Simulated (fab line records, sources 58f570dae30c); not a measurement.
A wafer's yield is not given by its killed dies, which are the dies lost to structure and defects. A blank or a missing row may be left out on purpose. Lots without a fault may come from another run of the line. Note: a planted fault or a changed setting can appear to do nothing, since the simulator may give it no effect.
fab line records :: flow berkeleyCmos170 :: part 2 of 2: steps 30 to 41 of 41
[record]
  lots = 5
  wafers = 15
  lastDay = 12
route steps=331 shown NWELL@28 PWELL@34 WELLDRIVE@55 ACTIVE@60
lots untouched by any fault: they come from a run of this same line in which no faults occurred
startH: hours from the record's opening day to when the first of the lot's shown wafers began :: waitH: hours since the lot's step before :: " the same as in the row above :: L1.1+2: a single row standing in for several wafers :: - no value, or no start given :: * or withheld: withheld :: < > ~ a bound
route shown NAME@n: names a module that has steps shown in the file, with the first one's number in the route :: usual: the fault-free wafers' mean and standard deviation :: same: alike in all rows :: chamber/n: place in a boat :: sites: the reading at each site :: _std_site: how widely they spread, as a standard deviation :: _edge_site: outer sites' mean less inner sites' :: radiusMm: how far each site lies from the wafer's centre :: mask NAME#n: copy n :: behind: the last tool/chamber to shape the wafer :: hold: what put the lot on hold/how long, in hours/how the hold closed :: device: transistor that didn't switch, given as n, p or np :: end of line: the route-end tests of the same wafers :: a step given without rows: its recipe and nothing more :: killed: dies lost to structure and defects at the first sort, not the wafer's yield :: map: dies across one wafer; x = killed, . = not, _ = none there
set.NAME: setting as actually run; set.NAME@STEP: the setting as run at that earlier step :: model.NAME: the simulator's own value behind a step, which no gauge read
certain route steps with their lots: each step a table, each wafer a row
services: the hour from which a tool's chamber was out of use, counted from the record's first day as startH (under 0 if before that day), plus the number of hours and why
[[steps]]
[step UCB170_WELLDRIVE_THK_MEAS_02]
[recipe]
  reads = SiO2_of_WELLDRIVE_OXIDATION_01
[usual]
  WELLDRIVE_OXIDE_THK = 199/3.8
lot.wafer: L076.2
tool: filmMetro-04
chamber: -
startH: 63.89
waitH: 0.0
WELLDRIVE_OXIDE_THK[nm]: 206

lot.wafer: L076.4
tool: filmMetro-04
chamber: -
startH: 63.89
waitH: 0.0
WELLDRIVE_OXIDE_THK[nm]: 210

lot.wafer: L076.5
tool: filmMetro-04
chamber: -
startH: 63.89
waitH: 0.0
WELLDRIVE_OXIDE_THK[nm]: 206

lot.wafer: L074.3
tool: filmMetro-02
chamber: -
startH: 63.90
waitH: 0.0
WELLDRIVE_OXIDE_THK[nm]: 208

lot.wafer: L074.4
tool: filmMetro-02
chamber: -
startH: 63.90
waitH: 0.0
WELLDRIVE_OXIDE_THK[nm]: 208

lot.wafer: L074.6
tool: filmMetro-02
chamber: -
startH: 63.90
waitH: 0.0
WELLDRIVE_OXIDE_THK[nm]: 209

lot.wafer: L085.1
tool: filmMetro-02
chamber: -
startH: 105.99
waitH: 0.0
WELLDRIVE_OXIDE_THK[nm]: 200

lot.wafer: L085.4
tool: filmMetro-02
chamber: -
startH: 105.99
waitH: 0.0
WELLDRIVE_OXIDE_THK[nm]: 198

lot.wafer: L085.5
tool: filmMetro-02
chamber: -
startH: 105.99
waitH: 0.0
WELLDRIVE_OXIDE_THK[nm]: 200

lot.wafer: L088.1
tool: filmMetro-02
chamber: -
startH: 134.60
waitH: 0.0
WELLDRIVE_OXIDE_THK[nm]: 197

lot.wafer: L088.3
tool: filmMetro-02
chamber: -
startH: 134.60
waitH: 0.0
WELLDRIVE_OXIDE_THK[nm]: 198

lot.wafer: L088.4
tool: filmMetro-02
chamber: -
startH: 134.60
waitH: 0.0
WELLDRIVE_OXIDE_THK[nm]: 197

lot.wafer: L095.2
tool: filmMetro-02
chamber: -
startH: 173.85
waitH: 0.0
WELLDRIVE_OXIDE_THK[nm]: 199

lot.wafer: L095.3
tool: filmMetro-02
chamber: -
startH: 173.85
waitH: 0.0
WELLDRIVE_OXIDE_THK[nm]: 201

lot.wafer: L095.4
tool: filmMetro-02
chamber: -
startH: 173.85
waitH: 0.0
WELLDRIVE_OXIDE_THK[nm]: 198
[step UCB170_WELLDRIVE_ANNEAL_03]
[recipe]
  tempC = 1100
  timeS = 900
  ambient = N2
[usual]
  spikeTcLoadC = 1125.9/1.2
lot.wafer: L074.3
tool: furnace-04
chamber: 0
startH: 66.14
waitH: 2.2
spikeTcLoadC: 1126.0

lot.wafer: L074.4
tool: furnace-04
chamber: 0
startH: 66.14
waitH: 2.2
spikeTcLoadC: 1123.9

lot.wafer: L074.6
tool: furnace-04
chamber: 0
startH: 66.14
waitH: 2.2
spikeTcLoadC: 1125.5

lot.wafer: L076.2
tool: furnace-04
chamber: 0
startH: 66.14
waitH: 2.2
spikeTcLoadC: 1127.1

lot.wafer: L076.4
tool: furnace-04
chamber: 0
startH: 66.14
waitH: 2.2
spikeTcLoadC: 1126.2

lot.wafer: L076.5
tool: furnace-04
chamber: 0
startH: 66.14
waitH: 2.2
spikeTcLoadC: 1126.5

lot.wafer: L085.1
tool: furnace-03
chamber: 0
startH: 106.79
waitH: 0.8
spikeTcLoadC: 1124.9

lot.wafer: L085.4
tool: furnace-03
chamber: 0
startH: 106.79
waitH: 0.8
spikeTcLoadC: 1125.4

lot.wafer: L085.5
tool: furnace-03
chamber: 0
startH: 106.79
waitH: 0.8
spikeTcLoadC: 1124.6

lot.wafer: L088.1
tool: furnace-03
chamber: 0
startH: 135.85
waitH: 1.2
spikeTcLoadC: 1126.0

lot.wafer: L088.3
tool: furnace-03
chamber: 0
startH: 135.85
waitH: 1.2
spikeTcLoadC: 1124.5

lot.wafer: L088.4
tool: furnace-03
chamber: 0
startH: 135.85
waitH: 1.2
spikeTcLoadC: 1125.6

lot.wafer: L095.2
tool: furnace-03
chamber: 0
startH: 175.79
waitH: 1.9
spikeTcLoadC: 1125.2

lot.wafer: L095.3
tool: furnace-03
chamber: 0
startH: 175.79
waitH: 1.9
spikeTcLoadC: 1126.4

lot.wafer: L095.4
tool: furnace-03
chamber: 0
startH: 175.79
waitH: 1.9
spikeTcLoadC: 1124.9
[step UCB170_WELLDRIVE_WET_ETCH_04]
[recipe]
  chemistry = BOE
  dilution = 5:1
  target = SiO2
  tempC = 25
  timeS = 120
lot.wafer: L074.3+4+6
tool: wetBench-04
chamber: 0
startH: 67.39
waitH: 0.0

lot.wafer: L076.2+4+5
tool: wetBench-04
chamber: 0
startH: 67.39
waitH: 0.0

lot.wafer: L085.1+4+5
tool: wetBench-04
chamber: 1
startH: 108.04
waitH: 0.0

lot.wafer: L088.1+3+4
tool: wetBench-03
chamber: 0
startH: 137.10
waitH: 0.0

lot.wafer: L095.2+3+4
tool: wetBench-03
chamber: 0
startH: 177.04
waitH: 0.0
[step UCB170_ACTIVE_CLEAN_00]
[recipe]
  chemistry = SPM
  tempC = 120
  timeS = 600
lot.wafer: L074.3+4+6
tool: wetBench-02
chamber: 3
startH: 67.43
waitH: 0.0

lot.wafer: L076.2+4+5
tool: wetBench-02
chamber: 0
startH: 67.43
waitH: 0.0

lot.wafer: L085.1+4+5
tool: wetBench-04
chamber: 2
startH: 108.08
waitH: 0.0

lot.wafer: L088.1+3+4
tool: wetBench-03
chamber: 1
startH: 137.14
waitH: 0.0

lot.wafer: L095.2+3+4
tool: wetBench-04
chamber: 3
startH: 177.08
waitH: 0.0
[step UCB170_ACTIVE_CLEAN_01]
[recipe]
  chemistry = dHF
  dilution = 25:1
  timeS = 60
lot.wafer: L074.3+4+6
tool: wetBench-04
chamber: 1
startH: 67.60
waitH: 0.0

lot.wafer: L076.2+4+5
tool: wetBench-04
chamber: 1
startH: 67.60
waitH: 0.0

lot.wafer: L085.1+4+5
tool: wetBench-04
chamber: 1
startH: 108.26
waitH: 0.0

lot.wafer: L088.1+3+4
tool: wetBench-03
chamber: 0
startH: 137.33
waitH: 0.0

lot.wafer: L095.2+3+4
tool: wetBench-03
chamber: 1
startH: 177.43
waitH: 0.0
[step UCB170_ACTIVE_OXIDATION_02]
[recipe]
  tempC = 1000
  ambient = O2
  targetThkA = 264
  oxTimeS = 1260
[usual]
  spikeTcLoadC = 1025.0/1
lot.wafer: L074.3
tool: furnace-01
chamber: 0
startH: 70.16
waitH: 2.5
spikeTcLoadC: 1025.2

lot.wafer: L074.4
tool: furnace-01
chamber: 0
startH: 70.16
waitH: 2.5
spikeTcLoadC: 1024.2

lot.wafer: L074.6
tool: furnace-01
chamber: 0
startH: 70.16
waitH: 2.5
spikeTcLoadC: 1026.5

lot.wafer: L076.2
tool: furnace-01
chamber: 0
startH: 70.16
waitH: 2.5
spikeTcLoadC: 1026.2

lot.wafer: L076.4
tool: furnace-01
chamber: 0
startH: 70.16
waitH: 2.5
spikeTcLoadC: 1025.4

lot.wafer: L076.5
tool: furnace-01
chamber: 0
startH: 70.16
waitH: 2.5
spikeTcLoadC: 1026.0

lot.wafer: L085.1
tool: furnace-04
chamber: 0
startH: 110.80
waitH: 2.5
spikeTcLoadC: 1024.2

lot.wafer: L085.4
tool: furnace-04
chamber: 0
startH: 110.80
waitH: 2.5
spikeTcLoadC: 1026.3

lot.wafer: L085.5
tool: furnace-04
chamber: 0
startH: 110.80
waitH: 2.5
spikeTcLoadC: 1025.3

lot.wafer: L088.1
tool: furnace-01
chamber: 0
startH: 138.74
waitH: 1.4
spikeTcLoadC: 1026.6

lot.wafer: L088.3
tool: furnace-01
chamber: 0
startH: 138.74
waitH: 1.4
spikeTcLoadC: 1025.0

lot.wafer: L088.4
tool: furnace-01
chamber: 0
startH: 138.74
waitH: 1.4
spikeTcLoadC: 1025.3

lot.wafer: L095.2
tool: furnace-04
chamber: 0
startH: 177.46
waitH: 0.0
spikeTcLoadC: 1024.4

lot.wafer: L095.3
tool: furnace-04
chamber: 0
startH: 177.46
waitH: 0.0
spikeTcLoadC: 1023.8

lot.wafer: L095.4
tool: furnace-04
chamber: 0
startH: 177.46
waitH: 0.0
spikeTcLoadC: 1024.5
[step UCB170_ACTIVE_THK_MEAS_03]
[recipe]
  reads = SiO2_of_ACTIVE_OXIDATION_02
[usual]
  ACTIVE_OXIDE_THK = 26.3/0.5
lot.wafer: L076.2
tool: filmMetro-02
chamber: -
startH: 71.52
waitH: 0.0
ACTIVE_OXIDE_THK[nm]: 26.2

lot.wafer: L076.4
tool: filmMetro-02
chamber: -
startH: 71.52
waitH: 0.0
ACTIVE_OXIDE_THK[nm]: 26.4

lot.wafer: L076.5
tool: filmMetro-02
chamber: -
startH: 71.52
waitH: 0.0
ACTIVE_OXIDE_THK[nm]: 26.5

lot.wafer: L074.3
tool: filmMetro-01
chamber: -
startH: 71.53
waitH: 0.0
ACTIVE_OXIDE_THK[nm]: 27.0

lot.wafer: L074.4
tool: filmMetro-01
chamber: -
startH: 71.53
waitH: 0.0
ACTIVE_OXIDE_THK[nm]: 26.6

lot.wafer: L074.6
tool: filmMetro-01
chamber: -
startH: 71.53
waitH: 0.0
ACTIVE_OXIDE_THK[nm]: 26.8

lot.wafer: L085.1
tool: filmMetro-03
chamber: -
startH: 112.26
waitH: 0.1
ACTIVE_OXIDE_THK[nm]: 26.2

lot.wafer: L085.4
tool: filmMetro-03
chamber: -
startH: 112.26
waitH: 0.1
ACTIVE_OXIDE_THK[nm]: 25.8

lot.wafer: L085.5
tool: filmMetro-03
chamber: -
startH: 112.26
waitH: 0.1
ACTIVE_OXIDE_THK[nm]: 25.9

lot.wafer: L088.1
tool: filmMetro-01
chamber: -
startH: 140.12
waitH: 0.0
ACTIVE_OXIDE_THK[nm]: 27.0

lot.wafer: L088.3
tool: filmMetro-01
chamber: -
startH: 140.12
waitH: 0.0
ACTIVE_OXIDE_THK[nm]: 26.7

lot.wafer: L088.4
tool: filmMetro-01
chamber: -
startH: 140.12
waitH: 0.0
ACTIVE_OXIDE_THK[nm]: 27.3

lot.wafer: L095.2
tool: filmMetro-02
chamber: -
startH: 178.82
waitH: 0.0
ACTIVE_OXIDE_THK[nm]: 26.1

lot.wafer: L095.3
tool: filmMetro-02
chamber: -
startH: 178.82
waitH: 0.0
ACTIVE_OXIDE_THK[nm]: 26.1

lot.wafer: L095.4
tool: filmMetro-02
chamber: -
startH: 178.82
waitH: 0.0
ACTIVE_OXIDE_THK[nm]: 25.7
[step UCB170_ACTIVE_ANNEAL_04]
[recipe]
  tempC = 1000
  timeS = 900
  ambient = N2
[usual]
  spikeTcLoadC = 1025.0/0.94
lot.wafer: L074.3
tool: furnace-01
chamber: 0
startH: 72.76
waitH: 1.2
spikeTcLoadC: 1023.5

lot.wafer: L074.4
tool: furnace-01
chamber: 0
startH: 72.76
waitH: 1.2
spikeTcLoadC: 1025.6

lot.wafer: L074.6
tool: furnace-01
chamber: 0
startH: 72.76
waitH: 1.2
spikeTcLoadC: 1024.2

lot.wafer: L076.2
tool: furnace-01
chamber: 0
startH: 72.76
waitH: 1.2
spikeTcLoadC: 1023.4

lot.wafer: L076.4
tool: furnace-01
chamber: 0
startH: 72.76
waitH: 1.2
spikeTcLoadC: 1025.4

lot.wafer: L076.5
tool: furnace-01
chamber: 0
startH: 72.76
waitH: 1.2
spikeTcLoadC: 1024.6

lot.wafer: L085.1
tool: furnace-04
chamber: 0
startH: 114.73
waitH: 2.5
spikeTcLoadC: 1024.8

lot.wafer: L085.4
tool: furnace-04
chamber: 0
startH: 114.73
waitH: 2.5
spikeTcLoadC: 1025.5

lot.wafer: L085.5
tool: furnace-04
chamber: 0
startH: 114.73
waitH: 2.5
spikeTcLoadC: 1023.0

lot.wafer: L088.1
tool: furnace-04
chamber: 0
startH: 141.80
waitH: 1.7
spikeTcLoadC: 1024.8

lot.wafer: L088.3
tool: furnace-04
chamber: 0
startH: 141.80
waitH: 1.7
spikeTcLoadC: 1025.5

lot.wafer: L088.4
tool: furnace-04
chamber: 0
startH: 141.80
waitH: 1.7
spikeTcLoadC: 1024.1

lot.wafer: L095.2
tool: furnace-01
chamber: 0
startH: 181.84
waitH: 3.0
spikeTcLoadC: 1024.7

lot.wafer: L095.3
tool: furnace-01
chamber: 0
startH: 181.84
waitH: 3.0
spikeTcLoadC: 1024.7

lot.wafer: L095.4
tool: furnace-01
chamber: 0
startH: 181.84
waitH: 3.0
spikeTcLoadC: 1024.7
[step UCB170_ACTIVE_CVD_05]
[recipe]
  material = Si3N4
  targetThkNm = 220
  tempC = 800
  precursor = SiH2Cl2/NH3
  timeS = 3300
  pressureMtorr = 200
  sih2cl2FlowSccm = 24.6
  nh3FlowSccm = 75
[usual]
  spikeTcLoadC = 823/3.2
lot.wafer: L074.3
tool: lpcvd-02
chamber: 1
startH: 74.67
waitH: 0.7
spikeTcLoadC: 822

lot.wafer: L074.4
tool: lpcvd-02
chamber: 1
startH: 74.67
waitH: 0.7
spikeTcLoadC: 824

lot.wafer: L074.6
tool: lpcvd-02
chamber: 1
startH: 74.67
waitH: 0.7
spikeTcLoadC: 822

lot.wafer: L076.2
tool: lpcvd-02
chamber: 0
startH: 74.67
waitH: 0.7
spikeTcLoadC: 828

lot.wafer: L076.4
tool: lpcvd-02
chamber: 0
startH: 74.67
waitH: 0.7
spikeTcLoadC: 828

lot.wafer: L076.5
tool: lpcvd-02
chamber: 0
startH: 74.67
waitH: 0.7
spikeTcLoadC: 830

lot.wafer: L085.1
tool: lpcvd-01
chamber: 1
startH: 116.97
waitH: 1.0
spikeTcLoadC: 824

lot.wafer: L085.4
tool: lpcvd-01
chamber: 1
startH: 116.97
waitH: 1.0
spikeTcLoadC: 823

lot.wafer: L085.5
tool: lpcvd-01
chamber: 1
startH: 116.97
waitH: 1.0
spikeTcLoadC: 823

lot.wafer: L088.1
tool: lpcvd-01
chamber: 0
startH: 143.05
waitH: 0.0
spikeTcLoadC: 819

lot.wafer: L088.3
tool: lpcvd-01
chamber: 0
startH: 143.05
waitH: 0.0
spikeTcLoadC: 820

lot.wafer: L088.4
tool: lpcvd-01
chamber: 0
startH: 143.05
waitH: 0.0
spikeTcLoadC: 820

lot.wafer: L095.2
tool: lpcvd-01
chamber: 0
startH: 183.09
waitH: 0.0
spikeTcLoadC: 821

lot.wafer: L095.3
tool: lpcvd-01
chamber: 0
startH: 183.09
waitH: 0.0
spikeTcLoadC: 820

lot.wafer: L095.4
tool: lpcvd-01
chamber: 0
startH: 183.09
waitH: 0.0
spikeTcLoadC: 822
[step UCB170_ACTIVE_THK_MEAS_06]
[recipe]
  reads = Si3N4_of_ACTIVE_CVD_05
[usual]
  ACTIVE_NITRIDE_THK = 218.2/1.6
lot.wafer: L076.2
tool: filmMetro-01
chamber: -
startH: 76.60
waitH: 0.0
ACTIVE_NITRIDE_THK[nm]: 216.8

lot.wafer: L076.4
tool: filmMetro-01
chamber: -
startH: 76.60
waitH: 0.0
ACTIVE_NITRIDE_THK[nm]: 217.5

lot.wafer: L076.5
tool: filmMetro-01
chamber: -
startH: 76.60
waitH: 0.0
ACTIVE_NITRIDE_THK[nm]: 217.4

lot.wafer: L074.3
tool: filmMetro-03
chamber: -
startH: 76.61
waitH: 0.0
ACTIVE_NITRIDE_THK[nm]: 217.9

lot.wafer: L074.4
tool: filmMetro-03
chamber: -
startH: 76.61
waitH: 0.0
ACTIVE_NITRIDE_THK[nm]: 218.3

lot.wafer: L074.6
tool: filmMetro-03
chamber: -
startH: 76.61
waitH: 0.0
ACTIVE_NITRIDE_THK[nm]: 216.3

lot.wafer: L085.1
tool: filmMetro-02
chamber: -
startH: 118.89
waitH: 0.0
ACTIVE_NITRIDE_THK[nm]: 217.8

lot.wafer: L085.4
tool: filmMetro-02
chamber: -
startH: 118.89
waitH: 0.0
ACTIVE_NITRIDE_THK[nm]: 216.7

lot.wafer: L085.5
tool: filmMetro-02
chamber: -
startH: 118.89
waitH: 0.0
ACTIVE_NITRIDE_THK[nm]: 216.8

lot.wafer: L088.1
tool: filmMetro-03
chamber: -
startH: 144.96
waitH: 0.0
ACTIVE_NITRIDE_THK[nm]: 218.7

lot.wafer: L088.3
tool: filmMetro-03
chamber: -
startH: 144.96
waitH: 0.0
ACTIVE_NITRIDE_THK[nm]: 221.0

lot.wafer: L088.4
tool: filmMetro-03
chamber: -
startH: 144.96
waitH: 0.0
ACTIVE_NITRIDE_THK[nm]: 219.8

lot.wafer: L095.2
tool: filmMetro-03
chamber: -
startH: 185.02
waitH: 0.0
ACTIVE_NITRIDE_THK[nm]: 217.6

lot.wafer: L095.3
tool: filmMetro-03
chamber: -
startH: 185.02
waitH: 0.0
ACTIVE_NITRIDE_THK[nm]: 217.3

lot.wafer: L095.4
tool: filmMetro-03
chamber: -
startH: 185.02
waitH: 0.0
ACTIVE_NITRIDE_THK[nm]: 217.1
[step UCB170_ACTIVE_HMDS_07]
[recipe]
  primeTimeS = 60
  primeTempC = 100
[same]
  primeTimeS = 60
lot.wafer: L074.3+4+6
tool: lithoTrack-03
chamber: 0
startH: 76.98
waitH: 0.4

lot.wafer: L076.2+4+5
tool: lithoTrack-04
chamber: 0
startH: 77.09
waitH: 0.5

lot.wafer: L085.1+4+5
tool: lithoTrack-01
chamber: 0
startH: 119.58
waitH: 0.7

lot.wafer: L088.1+3+4
tool: lithoTrack-04
chamber: 0
startH: 145.80
waitH: 0.8

lot.wafer: L095.2+3+4
tool: lithoTrack-01
chamber: 0
startH: 185.09
waitH: 0.1
[step UCB170_ACTIVE_COAT_08]
[recipe]
  resist = KrF
  spinRpm = 1500
  resistThkNm = 900
lot.wafer: L074.3+4+6
tool: lithoTrack-03
chamber: 0
startH: 77.13
waitH: 0.1

lot.wafer: L076.2+4+5
tool: lithoTrack-04
chamber: 0
startH: 77.24
waitH: 0.1

lot.wafer: L085.1+4+5
tool: lithoTrack-01
chamber: 0
startH: 119.73
waitH: 0.1

lot.wafer: L088.1+3+4
tool: lithoTrack-04
chamber: 0
startH: 145.95
waitH: 0.1

lot.wafer: L095.2+3+4
tool: lithoTrack-01
chamber: 0
startH: 185.24
waitH: 0.1
[[services]]
tool: furnace-02
chamber: -
startH: 18.39
hours: 3.2
kind: pm

tool: krfScanner-01
chamber: -
startH: 24.14
hours: 0.1
kind: repair

tool: implanter-01
chamber: -
startH: 29.43
hours: 3.0
kind: repair

tool: furnace-01
chamber: -
startH: 29.92
hours: 3.8
kind: pm

tool: lpcvd-02
chamber: -
startH: 31.97
hours: 14.6
kind: pm

tool: rieDiel-02
chamber: 2
startH: 44.25
hours: 14.1
kind: repair

tool: implanter-04
chamber: -
startH: 49.79
hours: 3.7
kind: pm

tool: furnace-02
chamber: -
startH: 51.72
hours: 3.0
kind: pm

tool: rieDiel-01
chamber: 1
startH: 55.69
hours: 6.9
kind: repair

tool: plasmaAsher-03
chamber: -
startH: 59.33
hours: 2.8
kind: pm

tool: plasmaAsher-03
chamber: -
startH: 73.84
hours: 14.6
kind: pm

tool: lpcvd-01
chamber: -
startH: 73.91
hours: 2.8
kind: repair

tool: krfScanner-01
chamber: -
startH: 82.69
hours: 0.8
kind: pm

tool: implanter-03
chamber: -
startH: 87.66
hours: 6.5
kind: repair

tool: krfScanner-01
chamber: -
startH: 107.07
hours: 0.8
kind: pm

tool: plasmaAsher-03
chamber: -
startH: 108.75
hours: 9.0
kind: pm

tool: krfScanner-01
chamber: -
startH: 114.19
hours: 1.0
kind: pm

tool: furnace-03
chamber: -
startH: 123.04
hours: 3.6
kind: pm

tool: krfScanner-01
chamber: -
startH: 125.72
hours: 1.3
kind: pm

tool: implanter-03
chamber: -
startH: 126.16
hours: 1.2
kind: repair

tool: lpcvd-02
chamber: -
startH: 149.93
hours: 1.2
kind: repair

tool: furnace-04
chamber: -
startH: 157.18
hours: 2.9
kind: pm

tool: furnace-04
chamber: -
startH: 160.08
hours: 4.6
kind: pm

tool: wetBench-03
chamber: -
startH: 160.94
hours: 4.4
kind: pm
